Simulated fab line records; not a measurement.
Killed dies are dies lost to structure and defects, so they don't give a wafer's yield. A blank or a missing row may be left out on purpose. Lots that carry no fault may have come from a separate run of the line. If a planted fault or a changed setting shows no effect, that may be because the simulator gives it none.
fab line records || flow ritCmos
record {"lots": 14, "wafers": 42, "lastDay": 7}
route steps=202 shown GATE@88
lots with no fault: from the same line, run without faults
startH: hours from the record's first day to the start of the lot's first wafer shown || waitH: hours since the lot's step before || " as in the row above || L1.1+2: one row covering several wafers at once || - no value, or no start was given || * or withheld: withheld || < > ~ a bound
route shown NAME@n: names a module that has steps shown in the file, with the first one's number in the route || usual: mean/standard deviation taken from wafers without a fault || same: alike in all rows || chamber/n: place in a boat || sites: readings site by site || _std_site: how widely they spread, as a standard deviation || _edge_site: outer sites' mean less inner sites' || radiusMm: for every site, how far away it sits from the centre of the wafer || mask NAME#n: copy n || behind: the most recent tool/chamber to have shaped the wafer || hold: why the lot was held/for how many hours/how that ended || device: names the non-switching transistor (n, p or np) || end of line: tests run on the same wafers once the route is complete || a step with no rows: only its recipe || killed: at the first sort, the dies lost to defects and structure; wafer yield is something else || map: the dies of a wafer, with x for killed, . for not killed, _ for no die there
set.NAME: the setting that was run; set.NAME@STEP: the one run at that earlier step || model.NAME: the simulator's own value behind a step, which no gauge read
steps of the route over a sample of lots; a table a step, a row a wafer
## steps
# step RIT_GATE_SOFTBAKE_12
# recipe {"resist": "NOVOLAK", "tempC": 90, "timeS": 60}
# usual {"heaterPowerTotalW": "34.56/0.052", "plateTempC": "89.97/0.13"}
{"lot.wafer": "L596.1", "tool": "lithoTrack-02", "chamber": 0, "startH": 38.85, "waitH": 0.1, "heaterPowerTotalW": 34.65, "plateTempC": 89.97}
{"lot.wafer": "L596.3", "tool": "lithoTrack-02", "chamber": 0, "startH": 38.85, "waitH": 0.1, "heaterPowerTotalW": 34.67, "plateTempC": 90.04}
{"lot.wafer": "L596.5", "tool": "lithoTrack-02", "chamber": 0, "startH": 38.85, "waitH": 0.1, "heaterPowerTotalW": 34.54, "plateTempC": 89.97}
{"lot.wafer": "L597.3", "tool": "lithoTrack-02", "chamber": 0, "startH": 41.57, "waitH": 0.1, "heaterPowerTotalW": 34.51, "plateTempC": 89.87}
{"lot.wafer": "L597.4", "tool": "lithoTrack-02", "chamber": 0, "startH": 41.57, "waitH": 0.1, "heaterPowerTotalW": 34.51, "plateTempC": 89.86}
{"lot.wafer": "L597.5", "tool": "lithoTrack-02", "chamber": 0, "startH": 41.57, "waitH": 0.1, "heaterPowerTotalW": 34.47, "plateTempC": 89.69}
{"lot.wafer": "L598.2", "tool": "lithoTrack-02", "chamber": 0, "startH": 48.26, "waitH": 0.1, "heaterPowerTotalW": 34.57, "plateTempC": 90.08}
{"lot.wafer": "L598.4", "tool": "lithoTrack-02", "chamber": 0, "startH": 48.26, "waitH": 0.1, "heaterPowerTotalW": 34.52, "plateTempC": 90.05}
{"lot.wafer": "L598.6", "tool": "lithoTrack-02", "chamber": 0, "startH": 48.26, "waitH": 0.1, "heaterPowerTotalW": 34.56, "plateTempC": 90.04}
{"lot.wafer": "L599.3", "tool": "lithoTrack-01", "chamber": 0, "startH": 55.11, "waitH": 0.1, "heaterPowerTotalW": 34.49, "plateTempC": 89.98}
{"lot.wafer": "L599.4", "tool": "lithoTrack-01", "chamber": 0, "startH": 55.11, "waitH": 0.1, "heaterPowerTotalW": 34.61, "plateTempC": 89.83}
{"lot.wafer": "L599.6", "tool": "lithoTrack-01", "chamber": 0, "startH": 55.11, "waitH": 0.1, "heaterPowerTotalW": 34.46, "plateTempC": 89.85}
{"lot.wafer": "L600.1", "tool": "lithoTrack-01", "chamber": 0, "startH": 58.27, "waitH": 0.1, "heaterPowerTotalW": 34.51, "plateTempC": 90.01}
{"lot.wafer": "L600.2", "tool": "lithoTrack-01", "chamber": 0, "startH": 58.27, "waitH": 0.1, "heaterPowerTotalW": 34.56, "plateTempC": 90.02}
{"lot.wafer": "L600.6", "tool": "lithoTrack-01", "chamber": 0, "startH": 58.27, "waitH": 0.1, "heaterPowerTotalW": 34.61, "plateTempC": 90.06}
{"lot.wafer": "L603.2", "tool": "lithoTrack-03", "chamber": 0, "startH": 72.38, "waitH": 0.1, "heaterPowerTotalW": 34.57, "plateTempC": 90.07}
{"lot.wafer": "L603.4", "tool": "lithoTrack-03", "chamber": 0, "startH": 72.38, "waitH": 0.1, "heaterPowerTotalW": 34.60, "plateTempC": 90.15}
{"lot.wafer": "L603.6", "tool": "lithoTrack-03", "chamber": 0, "startH": 72.38, "waitH": 0.1, "heaterPowerTotalW": 34.55, "plateTempC": 90.01}
{"lot.wafer": "L607.2", "tool": "lithoTrack-01", "chamber": 0, "startH": 92.87, "waitH": 0.1, "heaterPowerTotalW": 35.07, "plateTempC": 90.98}
{"lot.wafer": "L607.3", "tool": "lithoTrack-01", "chamber": 0, "startH": 92.87, "waitH": 0.1, "heaterPowerTotalW": 35.04, "plateTempC": 90.87}
{"lot.wafer": "L607.4", "tool": "lithoTrack-01", "chamber": 0, "startH": 92.87, "waitH": 0.1, "heaterPowerTotalW": 35.11, "plateTempC": 90.69}
{"lot.wafer": "L609.2", "tool": "lithoTrack-01", "chamber": 0, "startH": 102.40, "waitH": 0.1, "heaterPowerTotalW": 35.09, "plateTempC": 90.75}
{"lot.wafer": "L609.5", "tool": "lithoTrack-01", "chamber": 0, "startH": 102.40, "waitH": 0.1, "heaterPowerTotalW": 35.09, "plateTempC": 90.88}
{"lot.wafer": "L609.6", "tool": "lithoTrack-01", "chamber": 0, "startH": 102.40, "waitH": 0.1, "heaterPowerTotalW": 35.03, "plateTempC": 90.85}
{"lot.wafer": "L610.1", "tool": "lithoTrack-03", "chamber": 0, "startH": 105.86, "waitH": 0.1, "heaterPowerTotalW": 34.49, "plateTempC": 90.05}
{"lot.wafer": "L610.3", "tool": "lithoTrack-03", "chamber": 0, "startH": 105.86, "waitH": 0.1, "heaterPowerTotalW": 34.53, "plateTempC": 90.07}
{"lot.wafer": "L610.6", "tool": "lithoTrack-03", "chamber": 0, "startH": 105.86, "waitH": 0.1, "heaterPowerTotalW": 34.49, "plateTempC": 89.94}
{"lot.wafer": "L611.3", "tool": "lithoTrack-02", "chamber": 0, "startH": 119.51, "waitH": 0.1, "heaterPowerTotalW": 34.54, "plateTempC": 90.02}
{"lot.wafer": "L611.4", "tool": "lithoTrack-02", "chamber": 0, "startH": 119.51, "waitH": 0.1, "heaterPowerTotalW": 34.62, "plateTempC": 89.97}
{"lot.wafer": "L611.6", "tool": "lithoTrack-02", "chamber": 0, "startH": 119.51, "waitH": 0.1, "heaterPowerTotalW": 34.57, "plateTempC": 89.72}
{"lot.wafer": "L612.1", "tool": "lithoTrack-02", "chamber": 0, "startH": 122.81, "waitH": 0.1, "heaterPowerTotalW": 34.48, "plateTempC": 90.14}
{"lot.wafer": "L612.2", "tool": "lithoTrack-02", "chamber": 0, "startH": 122.81, "waitH": 0.1, "heaterPowerTotalW": 34.51, "plateTempC": 90.19}
{"lot.wafer": "L612.4", "tool": "lithoTrack-02", "chamber": 0, "startH": 122.81, "waitH": 0.1, "heaterPowerTotalW": 34.52, "plateTempC": 90.07}
{"lot.wafer": "L616.4", "tool": "lithoTrack-02", "chamber": 0, "startH": 140.74, "waitH": 0.1, "heaterPowerTotalW": 34.55, "plateTempC": 90.11}
{"lot.wafer": "L616.5", "tool": "lithoTrack-02", "chamber": 0, "startH": 140.74, "waitH": 0.1, "heaterPowerTotalW": 34.57, "plateTempC": 90.02}
{"lot.wafer": "L616.6", "tool": "lithoTrack-02", "chamber": 0, "startH": 140.74, "waitH": 0.1, "heaterPowerTotalW": 34.58, "plateTempC": 90.27}
{"lot.wafer": "L618.3", "tool": "lithoTrack-02", "chamber": 0, "startH": 152.10, "waitH": 0.1, "heaterPowerTotalW": 34.59, "plateTempC": 90.16}
{"lot.wafer": "L618.5", "tool": "lithoTrack-02", "chamber": 0, "startH": 152.10, "waitH": 0.1, "heaterPowerTotalW": 34.58, "plateTempC": 89.84}
{"lot.wafer": "L618.6", "tool": "lithoTrack-02", "chamber": 0, "startH": 152.10, "waitH": 0.1, "heaterPowerTotalW": 34.62, "plateTempC": 89.84}
{"lot.wafer": "L619.3", "tool": "lithoTrack-03", "chamber": 0, "startH": 155.56, "waitH": 0.1, "heaterPowerTotalW": 34.59, "plateTempC": 89.98}
{"lot.wafer": "L619.4", "tool": "lithoTrack-03", "chamber": 0, "startH": 155.56, "waitH": 0.1, "heaterPowerTotalW": 34.59, "plateTempC": 89.97}
{"lot.wafer": "L619.5", "tool": "lithoTrack-03", "chamber": 0, "startH": 155.56, "waitH": 0.1, "heaterPowerTotalW": 34.50, "plateTempC": 89.91}
## key
firstSign {"step": "RIT_GATE_SOFTBAKE_12", "reading": "heaterPowerTotalW", "direction": "up", "sigmas": 9.9, "usual": 34.56, "struck": 35.07}
effect {"step": "RIT_GATE_SOFTBAKE_12", "reading": "plateTempC", "direction": "up", "sigmas": 6.7, "usual": "*", "struck": "*"}
metAt RIT_GATE_SOFTBAKE_12
struckLots L607,L609
testerLeftOut L607,L609
onsetBetween 58.27 92.87
fault {"kind": "processParameterDrift", "tool": "lithoTrack-01", "chamber": "-", "onsetH": 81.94, "steps": "RIT_GATE_SOFTBAKE_12", "channel": "tempC", "offset": "*", "shape": "step", "endH": 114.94, "actsIn": "*", "stated": "*"}
# testerLeftOut: of these lots the tester's yield and bins aren't shown, on N5 and GAA mostly nor the transistor test; their killed dies are dies lost to structure and defects alone, not to doping, threshold or leakage, so they don't give the yield
